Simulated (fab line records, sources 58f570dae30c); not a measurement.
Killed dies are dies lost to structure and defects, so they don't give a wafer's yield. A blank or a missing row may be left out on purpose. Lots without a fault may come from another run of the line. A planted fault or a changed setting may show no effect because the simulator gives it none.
Which tool did it? | flow berkeley_cmos170 | 7 lots, 21 wafers sampled, at 2 steps of a route of 331

WHAT THE GAUGES READ, wafer by wafer
UCB170_M3_RS_MEAS_02: measures by four-point-probe.
lot  | measured     | on            | M3_AL_RS (ohm/sq)
L715 | day 9 08:38  | film_metro-04 | 0.0321 0.0319 0.0318
L718 | day 9 12:52  | film_metro-01 | 0.0317 0.0322 0.0319
L719 | day 9 22:00  | film_metro-01 | 0.0323 0.0322 0.0398
L725 | day 11 13:28 | film_metro-01 | 0.0322 0.0321 0.0323
L726 | day 11 15:49 | film_metro-04 | 0.0327 0.0324 0.0325
L730 | day 12 05:53 | film_metro-02 | 0.0325 0.0326 0.0323
L733 | day 13 03:26 | film_metro-01 | 0.0319 0.0320 0.0316

WHICH TOOL RAN EACH LOT (tool, then ch and the chambers of the sampled wafers, then the start)
lot  | UCB170_M3_SPUTTER_01
L715 | pvd_sputter-04, day 9 08:30
L718 | pvd_sputter-04, day 9 12:44
L719 | pvd_sputter-03, day 9 21:54
L725 | pvd_sputter-01, day 11 13:22
L726 | pvd_sputter-01, day 11 15:41
L730 | pvd_sputter-04, day 12 05:49
L733 | pvd_sputter-03, day 13 03:22
- UCB170_M3_SPUTTER_01: material Al, target thk 900 nm, time 120 s.

THE ANSWER, worked out from the rows above alone
Rule: what is usual is taken from the lots themselves. Put in order of their means at a reading, lots are off if they are a third of the lots or fewer, leave a main group of 4 or more, and stand apart from it by a gap of 3 or more times the standard deviation of the main group's means; of several such gaps the widest counts. A main group whose means are all the same, to the digits that the tables above print for the reading, isn't used. A lot without any number at a reading at which 4 lots or more have one is off too. The other lots that the step has rows for count as sound.
Off: L719, at UCB170_M3_RS_MEAS_02 (M3_AL_RS). The main group: mean 0.0321 ohm/sq, standard deviation 0.00027.
A tool fits if, at a process step before that reading, it ran every lot that is off, and no sound lot after the first of them. The gauges at UCB170_M3_RS_MEAS_02 are tried like those tools. None of those tried fits.

WHAT THE SIMULATOR HAD PUT IN
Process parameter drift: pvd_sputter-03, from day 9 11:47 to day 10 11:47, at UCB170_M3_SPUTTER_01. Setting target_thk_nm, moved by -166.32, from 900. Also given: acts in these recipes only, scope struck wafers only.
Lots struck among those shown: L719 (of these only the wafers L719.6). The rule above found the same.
